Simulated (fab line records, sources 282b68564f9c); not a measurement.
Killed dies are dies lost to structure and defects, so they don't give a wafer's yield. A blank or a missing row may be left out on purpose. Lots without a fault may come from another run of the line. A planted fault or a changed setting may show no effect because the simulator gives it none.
Which tool did it? | flow rit_cmos | 13 lots, 39 wafers sampled, at 2 steps of a route of 202

WHAT THE GAUGES READ, wafer by wafer
RIT_GATE_CD_MEAS_16: target cd 150 nm.
lot  | measured    | on        | cd_nm (nm)
L907 | day 2 13:26 | cd_sem-02 | 149.4 150.9 149.1
L908 | day 2 19:15 | cd_sem-01 | 151.0 151.8 151.7
L909 | day 3 01:15 | cd_sem-02 | 148.8 149.6 150.2
L910 | day 3 04:16 | cd_sem-02 | 147.6 148.7 146.4
L911 | day 3 09:40 | cd_sem-02 | 148.9 149.2 151.0
L913 | day 3 18:37 | cd_sem-01 | 147.6 149.2 150.3
L915 | day 4 05:00 | cd_sem-02 | 148.5 147.1 149.3
L916 | day 4 10:37 | cd_sem-01 | 152.3 150.5 149.2
L918 | day 4 20:50 | cd_sem-02 | 149.4 148.8 148.8
L919 | day 4 23:59 | cd_sem-02 | 149.6 150.0 149.4
L921 | day 5 11:08 | cd_sem-02 | 191.8 191.2 192.7
L925 | day 6 06:28 | cd_sem-01 | 148.1 147.0 147.5
L926 | day 6 11:03 | cd_sem-02 | 155.6 153.5 156.1

WHICH TOOL RAN EACH LOT (tool, then ch and the chambers of the sampled wafers, then the start)
lot  | RIT_GATE_EXPOSE_13
L907 | iline_stepper-01 ch 0, day 2 13:02
L908 | iline_stepper-02 ch 0, day 2 18:51
L909 | iline_stepper-01 ch 0, day 3 00:51
L910 | iline_stepper-02 ch 0, day 3 03:52
L911 | iline_stepper-01 ch 0, day 3 09:16
L913 | iline_stepper-02 ch 0, day 3 18:13
L915 | iline_stepper-02 ch 0, day 4 04:29
L916 | iline_stepper-01 ch 0, day 4 10:13
L918 | iline_stepper-01 ch 0, day 4 20:26
L919 | iline_stepper-02 ch 0, day 4 23:35
L921 | iline_stepper-01 ch 0, day 5 10:44
L925 | iline_stepper-01 ch 0, day 6 06:04
L926 | iline_stepper-01 ch 0, day 6 10:39
- RIT_GATE_EXPOSE_13: exposes mask M6, target cd 150 nm.

WHAT THE TOOLS THEMSELVES READ (means of the sampled wafers that have a number; where no wafer has one, the mark that the record gives instead)
RIT_GATE_EXPOSE_13.
lot  | tool             | reticle_temp_C (C) | stage_vel_mm_s (mm/s)
L907 | iline_stepper-01 | 22.89              | 499.99
L908 | iline_stepper-02 | 23.06              | 499.62
L909 | iline_stepper-01 | 23.02              | 500.00
L910 | iline_stepper-02 | 22.99              | 500.26
L911 | iline_stepper-01 | 23.10              | 499.98
L913 | iline_stepper-02 | 23.15              | 500.08
L915 | iline_stepper-02 | 22.90              | 499.99
L916 | iline_stepper-01 | 23.03              | 500.19
L918 | iline_stepper-01 | 22.93              | 499.85
L919 | iline_stepper-02 | 22.96              | 499.87
L921 | iline_stepper-01 | 22.98              | 500.15
L925 | iline_stepper-01 | 22.98              | 499.81
L926 | iline_stepper-01 | 23.02              | 500.15

THE ANSWER, worked out from the rows above alone
Rule: what is usual is taken from the lots themselves. Put in order of their means at a reading, lots are off if they are a third of the lots or fewer, leave a main group of 4 or more, and stand apart from it by a gap of 3 or more times the standard deviation of the main group's means; of several such gaps the widest counts. A main group whose means are all the same, to the digits that the tables above print for the reading, isn't used. A lot without any number at a reading at which 4 lots or more have one is off too. The other lots that the step has rows for count as sound. The gauges are gone through in route order, then the tools' own readings, and for those a lot's mean is taken as printed above. The first step at which some lot is off is used, and at that step the reading that is off furthest; a lot without a number counts as furthest.
Off: L921, at RIT_GATE_CD_MEAS_16 (cd_nm). The main group: mean 149.8 nm, standard deviation 1.9.
A tool fits if, at a process step before that reading, it ran every lot that is off, and no sound lot after the first of them. The gauges at RIT_GATE_CD_MEAS_16 are tried like those tools. None of those tried fits.

WHAT THE SIMULATOR HAD PUT IN
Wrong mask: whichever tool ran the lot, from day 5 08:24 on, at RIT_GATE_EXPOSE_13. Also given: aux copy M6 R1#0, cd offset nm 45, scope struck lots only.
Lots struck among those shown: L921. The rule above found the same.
